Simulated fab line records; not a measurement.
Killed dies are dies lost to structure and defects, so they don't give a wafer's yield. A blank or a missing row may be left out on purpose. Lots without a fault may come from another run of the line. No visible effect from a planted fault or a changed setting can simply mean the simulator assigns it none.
Shared-tool check ; flow ritCmos ; 13 lots, 39 wafers sampled

== REASON IT WAS OPENED ==
RIT_NLDD_TW_MEAS_10, reading NLDD_TW: flagged on 1 of 13 lots. No-fault wafers: 2467, standard deviation 19.
Rule: a lot is flagged when every wafer of it that has a number lies more than 4 standard deviations from that mean, or none has a number. The rest of the lots are taken to be sound.

lot;measured;on;NLDD_TW, wafer by wafer;flag
L246;day 3 06:43;filmMetro-01;2474 2488 2486;
L248;day 3 11:06;filmMetro-03;2476 2479 2487;
L249;day 3 17:33;filmMetro-04;2449 2452 2453;
L251;day 4 02:44;filmMetro-01;2497 2488 2478;
L252;day 4 05:45;filmMetro-03;2457 2445 2457;
L253;day 4 11:50;filmMetro-03;2452 2457 2481;
L254;day 4 15:12;filmMetro-03;2463 2463 2465;
L256;day 5 00:49;filmMetro-04;2453 2456 2460;
L257;day 5 06:12;filmMetro-03;2497 2510 2484;
L258;day 5 11:25;filmMetro-04;29 30 29;FLAGGED
L267;day 7 07:02;filmMetro-04;2477 2472 2459;
L268;day 7 13:48;filmMetro-04;2471 2462 2461;
L269;day 7 18:02;filmMetro-01;2481 2497 2482;
The numbers of the flagged lots are 29 on average: -2438 against the usual, or -99 or more standard deviations.

== TOOL THAT RAN EACH LOT ==
The record holds 2 process steps before the reading, out of a route of 202 steps. In each cell: the tool, then ch and the chambers that the sampled wafers went through, then the start.
lot;flag;RIT_PRETRO_STRIP_09;RIT_NLDD_EXPOSE_03
L246;;plasmaAsher-04 ch 0,1, day 2 18:38;ilineStepper-01 ch 0, day 3 05:37
L248;;plasmaAsher-01 ch 0,1, day 2 23:16;ilineStepper-02 ch 0, day 3 10:13
L249;;plasmaAsher-04 ch 0,1, day 3 05:11;ilineStepper-02 ch 0, day 3 16:35
L251;;plasmaAsher-04 ch 0,1, day 3 12:35;ilineStepper-01 ch 0, day 4 01:49
L252;;plasmaAsher-01 ch 0,1, day 3 16:04;ilineStepper-02 ch 0, day 4 04:50
L253;;plasmaAsher-02 ch 0,1, day 3 20:22;ilineStepper-01 ch 0, day 4 10:55
L254;;plasmaAsher-01 ch 0, day 4 02:18;ilineStepper-02 ch 0, day 4 14:17
L256;;plasmaAsher-01 ch 0,1, day 4 14:20;ilineStepper-02 ch 0, day 4 23:55
L257;;plasmaAsher-04 ch 0,1, day 4 18:32;ilineStepper-01 ch 0, day 5 05:17
L258;FLAGGED;plasmaAsher-04 ch 0,1, day 4 20:56;ilineStepper-01 ch 0, day 5 10:31
L267;;plasmaAsher-02 ch 0,1, day 6 18:55;ilineStepper-02 ch 0, day 7 06:02
L268;;plasmaAsher-04 ch 0, day 7 00:56;ilineStepper-02 ch 0, day 7 12:53
L269;;plasmaAsher-04 ch 0,1, day 7 03:56;ilineStepper-01 ch 0, day 7 17:08
What is done by these steps:
- RIT_PRETRO_STRIP_09: strips in O2, time 180 s.
- RIT_NLDD_EXPOSE_03: exposes mask M7, target cd 40700 nm.
- RIT_NLDD_TW_MEAS_10

== FLAGGED AGAINST TOTAL, ONE TOOL AT A TIME (gauges that did the reading follow at the end) ==
step;tool;lots run;flagged;share of the flagged lots;sound lots run after its first flagged lot
RIT_PRETRO_STRIP_09;plasmaAsher-01;4;0;none;-
RIT_PRETRO_STRIP_09;plasmaAsher-02;2;0;none;-
RIT_PRETRO_STRIP_09;plasmaAsher-04;7;1;all;2 (L268,L269)
RIT_NLDD_EXPOSE_03;ilineStepper-01;6;1;all;1 (L269)
RIT_NLDD_EXPOSE_03;ilineStepper-02;7;0;none;-
RIT_NLDD_TW_MEAS_10;filmMetro-01;3;0;none;-
RIT_NLDD_TW_MEAS_10;filmMetro-03;5;0;none;-
RIT_NLDD_TW_MEAS_10;filmMetro-04;5;1;all;2 (L267,L268)

== WHAT IS ALLOWED BY THE TABLE ==
plasmaAsher-04 at RIT_PRETRO_STRIP_09, ilineStepper-01 at RIT_NLDD_EXPOSE_03 and filmMetro-04 at RIT_NLDD_TW_MEAS_10: these 3 rows of the table ran every flagged lot.
- plasmaAsher-04 at RIT_PRETRO_STRIP_09: 1 of its 7 lots flagged. Lots that were sound ran on it after the first flagged one (L268, L269); a persistent fault on the entire tool would not allow that.
- ilineStepper-01 at RIT_NLDD_EXPOSE_03: 1 of its 6 lots flagged. Lots that were sound ran on it after the first flagged one (L269); a persistent fault on the entire tool would not allow that.
- filmMetro-04 at RIT_NLDD_TW_MEAS_10: 1 of its 5 lots flagged. Lots that were sound ran on it after the first flagged one (L267, L268); a persistent fault on the entire tool would not allow that.
Not one row of the table ran every flagged lot while running no sound lot after the first.

== WHAT HAD BEEN PUT IN BY THE SIMULATOR ==
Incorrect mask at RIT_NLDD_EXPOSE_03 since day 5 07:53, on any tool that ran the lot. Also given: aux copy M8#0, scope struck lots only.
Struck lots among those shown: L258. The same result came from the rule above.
